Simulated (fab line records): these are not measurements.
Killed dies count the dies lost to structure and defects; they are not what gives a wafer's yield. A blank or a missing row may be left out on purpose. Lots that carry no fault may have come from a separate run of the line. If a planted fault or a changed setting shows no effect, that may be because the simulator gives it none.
Struck lot and sound lot, side by side / flow berkeleyCmos170 / 16 out of 331 route steps
Sound: these wafers, L321.1, L321.4, L321.5. Struck: wafer L328.1 (L328.2, L328.5, from the same lot, were not struck and are left out); the cause is given at the end.
Order at every step that has rows: each side's tool, ch and its chambers, its first start. Under that, the readings that differ: sound wafers / struck wafers / difference of the means / sigmas: that difference in standard deviations of wafers without a fault.
alike: a reading whose means differ by less than 2 such deviations, as well as words and numbers matching on both sides. not compared: withheld readings; readings where some wafer has no value; bounds like >300 that might hide an equal value; numbers whose values overlap and for which the record gives no deviation.
Wherever a step has rows on one side only, a row that says differs or no value, or a row with sigmas, the two part there. Non-overlapping numbers with no deviation appear without sigmas and do not part them. A reading that every wafer of one side lacks parts them only if that side has two wafers or more.

UCB170_V1_CMP_02: polishes SiO2.
  sound on cmp-01 ch 0,2,3, day 7 17:16; struck on cmp-01 ch 3, day 9 00:46
  alike: motorCurrentA
UCB170_V1_BOW_MEAS_03:
  sound on filmMetro-01 at day 7 17:28; struck on filmMetro-04 at day 9 01:01
  alike: V1_BOW
UCB170_V1_THK_MEAS_04:
  sound on filmMetro-01 at day 7 17:35; struck on filmMetro-04 at day 9 01:08
  alike: V1_POLISHED_THK
then, 7 steps without rows for these wafers: UCB170_V1_CLEAN_05 (cleans in DIW); UCB170_V1_HMDS_06 (prime time 60 s); UCB170_V1_COAT_07 (resist thk 900 nm); UCB170_V1_SOFTBAKE_08 (time 60 s); UCB170_V1_EXPOSE_09 (exposes mask VIA1, target cd 700 nm); UCB170_V1_PEB_10; UCB170_V1_DEVELOP_11 (develop time 45 s).
UCB170_V1_CD_MEAS_12: the cd target is 700 nm.
  sound on cdSem-01 at day 7 19:02; struck on cdSem-02 at day 9 03:37
  alike: cdNm
UCB170_V1_OVL_MEAS_13:
  sound on overlay-01 at day 7 19:10; struck on overlay-02 at day 9 03:44
  alike: V1_OVL
UCB170_V1_ETCH_14: etches SiO2 in CHF3/CF4/Ar, stops on Al, target depth 1250 nm, time 291 s.
  sound on rieDiel-03 ch 1,3, day 7 19:11; struck on rieDiel-04 ch 0, day 9 03:46
reading=oesProductAu (a.u.); sound=0.893 0.882 0.883; struck=0.838; difference=-0.048; sigmas=-3
reading=rfFwdPowerW (W); sound=698.8 695.9 702.2; struck=419.2; difference=-279.8; sigmas=-99 or more
reading=model.KrF_of_V1_COAT_07.thkNm (nm); sound=607.3 606.4 606.5; struck=672; difference=+65; sigmas=
reading=model.V1.featureDepthNm (nm); sound=999.1 998.7 999.2; struck=978; difference=-21; sigmas=
reading=model.etch.depthNm (nm); sound=999.1 998.6 999.2; struck=978; difference=-21; sigmas=
  alike: drypumpMotorCurrentA, throttleValvePct
  not compared: rfHoursCounterH
UCB170_V1_STRIP_15: strips in O2.
  sound on plasmaAsher-02 ch 0,1, day 7 19:22; struck on plasmaAsher-01 ch 1, day 9 03:59
reading=stripTimeToEndpointS (s); sound=15.24 15.22 15.22; struck=16.72; difference=+1.49; sigmas=+17
  alike: drypumpMotorCurrentA, o2FlowSccm, oesProductAu
  not compared: rfHoursCounterH
UCB170_V1_CD_MEAS_90: the cd target is 700 nm.
  sound on cdSem-02 at day 7 19:28; struck on cdSem-01 at day 9 04:05
reading=cdNm (nm); sound=701.1 702.6 701.3; struck=694.6; difference=-7.1; sigmas=-5
then, 1 step without rows for these wafers: UCB170_M2_PRE_CLEAN_00 (preclean etch time 60 s).

## WHERE THEY PART
First at UCB170_V1_ETCH_14; last, within this record, at UCB170_V1_CD_MEAS_90.

WHY: what the simulator had put in
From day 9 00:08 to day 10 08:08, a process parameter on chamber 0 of rieDiel-04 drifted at UCB170_V1_ETCH_14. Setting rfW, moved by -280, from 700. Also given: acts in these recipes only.
